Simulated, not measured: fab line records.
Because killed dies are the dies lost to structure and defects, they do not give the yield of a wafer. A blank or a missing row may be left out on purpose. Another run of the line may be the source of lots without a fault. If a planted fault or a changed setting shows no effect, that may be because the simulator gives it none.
A struck lot beside a sound one | flow berkeley-cmos170 | 16 steps out of a route of 331
Sound: the wafers L172.2, L172.4, L172.6. The struck wafers were L184.1, L184.2, L184.5. The cause is given at the end.
For every step that has rows: the tool of each side, followed by ch and its chambers, followed by its first start. Under that, the readings that differ: sound wafers | struck wafers | difference of the means | sigmas: that difference in standard deviations of wafers without a fault.
alike: a reading whose means differ by less than 2 such deviations, as well as words and numbers matching on both sides. not compared: withheld readings; readings where some wafer has no value; bounds like >300 that might hide an equal value; numbers whose values overlap and for which the record gives no deviation.
A row with sigmas, a row that says differs or no value, or rows on one side alone: a step with any of these is where the two part. When numbers do not overlap yet have no deviation, they are printed without sigmas and do not part them. Lack of a reading on every wafer of one side parts them only where that side has two or more wafers.

first, 2 steps without rows for these wafers: UCB170_GATE_ANNEAL_03 (time 1800 s); UCB170_GATE_CVD_04 (deposits poly-Si from SiH4, time 1440 s, target thk 214 nm).
UCB170_GATE_THK_MEAS_05:
  sound: film-metro-02 at day 6 15:52; struck: film-metro-04 at day 8 17:44
  alike: GATE_POLY_THK
then, 6 steps without rows for these wafers: UCB170_GATE_COAT_06; UCB170_GATE_COAT_07 (resist thk 900 nm); UCB170_GATE_SOFTBAKE_08 (time 60 s); UCB170_GATE_EXPOSE_09 (exposes mask POLY, target cd 350 nm); UCB170_GATE_PEB_10; UCB170_GATE_DEVELOP_11 (develop time 45 s).
UCB170_GATE_CD_MEAS_12 targets a cd of 350 nm.
  sound: cd-sem-02 at day 6 17:48; struck: cd-sem-02 at day 8 18:46
  alike: cd-nm
UCB170_GATE_OVL_MEAS_13:
  sound: overlay-01 at day 6 17:55; struck: overlay-02 at day 8 18:53
  alike: GATE_OVL
UCB170_GATE_ETCH_14: etches BARC in N2/H2.
  sound on rie-diel-02 ch 0,2,3, day 6 17:56; struck on rie-diel-01 ch 1,2,3, day 8 18:56
  alike: bias-w, chamber-pressure-mTorr, drypump-motor-current-A, oes-product-au, throttle-valve-pct
UCB170_GATE_ETCH_15: etches poly-Si in HBr/Cl2, stops on SiO2, time 56.3 s, target depth 278.2 nm.
  sound on rie-si-01 ch 1,2,3, day 6 17:59; struck on rie-si-01 ch 1,2,3, day 8 18:58
  no value came back on the struck wafers for any of 5 readings (HBr_flow_sccm (sccm), bias-w (W) and others); on the sound wafers HBr_flow_sccm (sccm) reads 149.5 150.0 149.4
  reading                               | sound             | struck            | difference | sigmas
  model.KrF_of_GATE_COAT_07.thk-nm (nm) | 774.8 776.3 774.8 | 888.6 889.4 892.9 | +115.0     |
  not compared: rf-hours-counter-h
UCB170_GATE_STRIP_16: strips in O2.
  sound on plasma-asher-04 ch 0, day 6 18:02; struck on plasma-asher-02 ch 0,1, day 8 19:01
  alike: drypump-motor-current-A, oes-product-au
  not compared: rf-hours-counter-h
UCB170_GATE_CD_MEAS_90 targets a cd of 350 nm.
  sound: cd-sem-02 at day 6 18:09; struck: cd-sem-02 at day 8 19:07
  reading    | sound             | struck | difference                    | sigmas
  cd-nm (nm) | 350.1 350.1 349.6 | - - -  | no value on the struck wafers |
then, 1 step without rows for these wafers: UCB170_GATE_CLEAN_17 (cleans in SPM, time 600 s).

== WHERE THEY PART ==
First at UCB170_GATE_ETCH_15; last, within this record, at UCB170_GATE_CD_MEAS_90.

WHY: whatever the simulator had introduced
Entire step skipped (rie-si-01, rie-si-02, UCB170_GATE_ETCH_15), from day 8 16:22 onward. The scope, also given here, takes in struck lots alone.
